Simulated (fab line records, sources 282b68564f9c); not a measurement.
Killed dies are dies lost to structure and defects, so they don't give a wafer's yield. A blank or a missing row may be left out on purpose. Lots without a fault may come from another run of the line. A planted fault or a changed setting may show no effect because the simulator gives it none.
fab line records | flow rit_cmos | part 2 of 2: steps 38 to 52 of 52
record lots=5 wafers=15 last_day=6
route steps=202 shown GATE@76 FOX2@80 REOX@98 NLDD@103 PLDD@114 SPACER@125
lots that met no fault: from a run of the same line without faults
start_h: hours from the record's first day to the start of the lot's first wafer shown | wait_h: hours since the lot's step before | " the same as in the row above | L1.1+2: a row that stands for several wafers | - no value, or no start given | * or withheld: withheld | < > ~ a bound
route shown NAME@n: a module of which the file shows steps, and the number in the route of the first | usual: mean/standard deviation of fault-free wafers | same: alike in all rows | chamber/n: place in a boat | sites: the reading at each site | _std_site: their standard deviation | _edge_site: outer sites' mean less inner sites' | radius_mm: how far each site lies from the wafer's centre | mask NAME#n: copy n | behind: the tool/chamber that last shaped the wafer | hold: why the lot was held/for how many hours/how that ended | device: the transistor (n, p or np) that didn't switch | end of line: the same wafers' tests at the end of the route | a step without rows: its recipe alone | killed: dies lost to structure and defects at the first sort, not the wafer's yield | map: a wafer's dies, x killed, . not, _ none there
set.NAME: the setting as run; set.NAME@STEP: as run at that earlier step | model.NAME: the simulator's own value behind a step, which no gauge read
lots at some steps of the route; a table a step, a row a wafer
services: from which hour (start_h, from the record's first day; less than 0 if before it) a tool's chamber was out of use, for how many hours, and why
## steps
# step RIT_NLDD_TW_MEAS_10
# usual NLDD_TW=2470/12
# columns lot.wafer tool chamber start_h wait_h NLDD_TW
L077.3 film_metro-04 - 57.33 0.1 2472
L077.4 " - " " 2477
L077.5 " - " " 2468
L078.2 film_metro-02 - 63.90 0.1 2468
L078.3 " - " " 2454
L078.6 " - " " 2477
L080.3 film_metro-02 - 71.19 0.1 2466
L080.4 " - " " 2459
L080.5 " - " " 2473
L083.2 film_metro-04 - 87.76 0.1 2458
L083.3 " - " " 2460
L083.6 " - " " 2465
L093.3 film_metro-04 - 137.36 0.1 2459
L093.4 " - " " 2454
L093.5 " - " " 2462
# step RIT_PLDD_HMDS_00
# recipe prime_time_s=60 prime_temp_c=140
# usual prime_temp_c=140.00/0.16
# columns lot.wafer tool chamber start_h wait_h prime_temp_c
L077.3 litho_track-02 0 57.42 0.1 140.06
L077.4 " 0 " " 140.23
L077.5 " 0 " " 140.16
L078.2 litho_track-02 0 63.98 0.1 140.04
L078.3 " 0 " " 139.86
L078.6 " 0 " " 140.00
L080.3 litho_track-02 0 71.28 0.1 140.14
L080.4 " 0 " " 140.13
L080.5 " 0 " " 140.07
L083.2 litho_track-02 0 87.83 0.1 139.82
L083.3 " 0 " " 139.91
L083.6 " 0 " " 139.83
L093.3 litho_track-04 0 137.45 0.1 139.80
L093.4 " 0 " " 139.98
L093.5 " 0 " " 139.85
# step RIT_PLDD_COAT_01
# recipe resist=NOVOLAK spin_rpm=3250 resist_thk_nm=1013
# columns lot.wafer tool chamber start_h wait_h
L077.3+4+5 litho_track-02 0 57.57 0.1
L078.2+3+6 litho_track-02 0 64.13 0.1
L080.3+4+5 litho_track-02 0 71.43 0.1
L083.2+3+6 litho_track-02 0 87.98 0.1
L093.3+4+5 litho_track-04 0 137.60 0.1
# step RIT_PLDD_SOFTBAKE_02
# recipe resist=NOVOLAK temp_c=90 time_s=60
# columns lot.wafer tool chamber start_h wait_h
L077.3+4+5 litho_track-02 0 57.72 0.1
L078.2+3+6 litho_track-02 0 64.28 0.1
L080.3+4+5 litho_track-02 0 71.58 0.1
L083.2+3+6 litho_track-02 0 88.13 0.1
L093.3+4+5 litho_track-04 0 137.75 0.1
# step RIT_PLDD_EXPOSE_03
# recipe mask_id=M8 na=0.57 target_cd_nm=40900 dose_mj=250
# columns lot.wafer tool chamber start_h wait_h mask
L077.3+4+5 iline_stepper-01 0 57.99 0.2 M8#0
L078.2+3+6 iline_stepper-02 0 64.55 0.2 M8#0
L080.3+4+5 iline_stepper-01 0 71.72 0.1 M8#0
L083.2+3+6 iline_stepper-01 0 88.40 0.2 M8#0
L093.3+4+5 iline_stepper-02 0 137.89 0.1 M8#0
# step RIT_PLDD_PEB_04
# recipe resist=NOVOLAK temp_c=withheld time_s=withheld
# columns lot.wafer tool chamber start_h wait_h
L077.3+4+5 litho_track-04 0 58.11 0.1
L078.2+3+6 litho_track-04 0 64.67 0.1
L080.3+4+5 litho_track-02 0 71.85 0.1
L083.2+3+6 litho_track-04 0 88.52 0.1
L093.3+4+5 litho_track-04 0 138.01 0.1
# step RIT_PLDD_DEVELOP_05
# recipe resist=NOVOLAK develop_time_s=50 dev_temp_c=23
# columns lot.wafer tool chamber start_h wait_h
L077.3+4+5 litho_track-04 0 - -
L078.2+3+6 litho_track-04 0 - -
L080.3+4+5 litho_track-02 0 - -
L083.2+3+6 litho_track-04 0 - -
L093.3+4+5 litho_track-04 0 - -
# step RIT_PLDD_OVL_MEAS_06
# usual PLDD_OVL=-0.7/1.4
# columns lot.wafer tool chamber start_h wait_h PLDD_OVL[nm]
L077.3 overlay-01 - 58.36 - -2.5
L077.4 " - " " -3.5
L077.5 " - " " -3.5
L078.2 overlay-01 - 64.93 - -2.2
L078.3 " - " " -0.6
L078.6 " - " " -2.0
L080.3 overlay-01 - 72.09 - -1.7
L080.4 " - " " -2.1
L080.5 " - " " -1.5
L083.2 overlay-02 - 88.79 - -1.6
L083.3 " - " " -0.7
L083.6 " - " " -0.8
L093.3 overlay-01 - 138.26 - -1.3
L093.4 " - " " -1.1
L093.5 " - " " -1.7
# step RIT_PLDD_HARDBAKE_07
# recipe resist=NOVOLAK temp_c=140 time_s=60
# columns lot.wafer tool chamber start_h wait_h
L077.3+4+5 litho_track-01 0 58.55 0.2
L078.2+3+6 litho_track-04 0 64.99 0.0
L080.3+4+5 litho_track-01 0 72.17 0.1
L083.2+3+6 litho_track-02 0 88.84 0.0
L093.3+4+5 litho_track-04 0 138.33 0.1
# step RIT_PLDD_IMPLANT_08
# recipe species=BF2 energy_kev=20 dose_cm2=9e+14 tilt_deg=7
# columns lot.wafer tool chamber start_h wait_h
L077.3+4+5 implanter-03 0 58.70 0.1
L078.2+3+6 implanter-03 0 65.14 0.1
L080.3+4+5 implanter-03 0 72.32 0.1
L083.2+3+6 implanter-03 0 88.99 0.1
L093.3+4+5 implanter-01 0 138.48 0.1
# step RIT_PLDD_STRIP_09
# recipe chemistry=O2 time_s=180 resist=NOVOLAK platen_temp_c=withheld power_w=500 pressure_mtorr=4000 o2_flow_sccm=4000
# usual drypump_motor_current_A=5.70/0.22
# columns lot.wafer tool chamber start_h wait_h drypump_motor_current_A rf_hours_counter_h
L077.3 plasma_asher-02 0 58.86 0.1 5.60 -
L077.4 " 1 " " 5.54 -
L077.5 " 0 " " 5.58 -
L078.2 plasma_asher-02 0 65.26 0.1 5.62 34
L078.3 " 0 " " 5.62 -
L078.6 " 1 " " 5.55 -
L080.3 plasma_asher-03 1 72.48 0.1 5.47 -
L080.4 " 0 " " 5.95 -
L080.5 " 0 " " 5.96 -
L083.2 plasma_asher-02 0 89.12 0.1 5.63 37
L083.3 " 1 " " 5.55 -
L083.6 " 1 " " 5.55 -
L093.3 plasma_asher-02 0 138.64 0.1 5.64 -
L093.4 " 1 " " 5.53 -
L093.5 " 0 " " 5.59 -
# step RIT_PLDD_TW_MEAS_10
# usual PLDD_TW=2330/12
# columns lot.wafer tool chamber start_h wait_h PLDD_TW
L077.3 film_metro-02 - 59.00 0.1 2332
L077.4 " - " " 2313
L077.5 " - " " 2328
L078.2 film_metro-03 - 65.45 0.1 2323
L078.3 " - " " 2335
L078.6 " - " " 2339
L080.3 film_metro-04 - 72.61 0.1 2294
L080.4 " - " " 2314
L080.5 " - " " 2311
L083.2 film_metro-04 - 89.30 0.1 2318
L083.3 " - " " 2327
L083.6 " - " " 2314
L093.3 film_metro-02 - 138.78 0.1 2331
L093.4 " - " " 2326
L093.5 " - " " 2340
# step RIT_SPACER_CLEAN_00
# recipe chemistry=SC1 mix=3:3:50 time_s=600 temp_c=75
# columns lot.wafer tool chamber start_h wait_h
L077.3+4+5 wet_bench-03 3 59.04 0.0
L078.2+3+6 wet_bench-04 3 65.50 0.0
L080.3+4+5 wet_bench-03 0 72.65 0.0
L083.2+3+6 wet_bench-03 3 89.35 0.0
L093.3+4+5 wet_bench-02 3 138.82 0.0
# step RIT_SPACER_CLEAN_01
# recipe chemistry=dHF dilution=50:1 time_s=30
# columns lot.wafer tool chamber start_h wait_h
L077.3+4+5 wet_bench-02 2 59.21 0.0
L078.2+3+6 wet_bench-03 1 65.67 0.0
L080.3+4+5 wet_bench-04 1 72.83 0.0
L083.2+3+6 wet_bench-02 2 89.53 0.0
L093.3+4+5 wet_bench-04 1 138.99 0.0
# step RIT_SPACER_CLEAN_02
# recipe chemistry=SC2 mix=3:3:50 time_s=600 temp_c=75 dry=n2_spin
# columns lot.wafer tool chamber start_h wait_h
L077.3+4+5 wet_bench-03 1 59.23 0.0
L078.2+3+6 wet_bench-02 2 65.69 0.0
L080.3+4+5 wet_bench-02 3 72.84 0.0
L083.2+3+6 wet_bench-03 1 89.55 0.0
L093.3+4+5 wet_bench-03 1 139.01 0.0
## services
# columns tool chamber start_h hours kind
lpcvd-02 - 24.72 1.1 repair
plasma_asher-03 - 25.21 1.6 repair
plasma_asher-03 - 25.40 3.0 repair
rie_si-01 1 44.13 4.1 repair
implanter-01 - 44.91 1.5 repair
rie_si-02 - 56.12 0.7 repair
plasma_asher-03 - 60.21 2.8 pm
implanter-04 - 60.82 4.7 repair
iline_stepper-01 - 73.18 1.7 pm
implanter-01 - 78.50 6.1 repair
plasma_asher-03 - 81.50 28.1 pm
implanter-03 - 82.41 4.7 pm
rie_si-02 - 84.38 14.6 pm
implanter-01 - 97.13 8.4 repair
iline_stepper-02 - 98.88 1.7 pm
plasma_asher-02 - 108.75 9.0 pm
plasma_asher-02 0 108.75 9.0 vent_cycle
plasma_asher-02 1 108.75 9.0 vent_cycle
rie_si-01 - 121.14 1.0 repair
implanter-04 - 129.17 8.5 repair
implanter-03 - 129.79 1.3 repair
plasma_asher-03 - 131.59 9.1 repair
iline_stepper-01 - 132.08 9.8 repair
wet_bench-02 - 136.28 1.9 repair
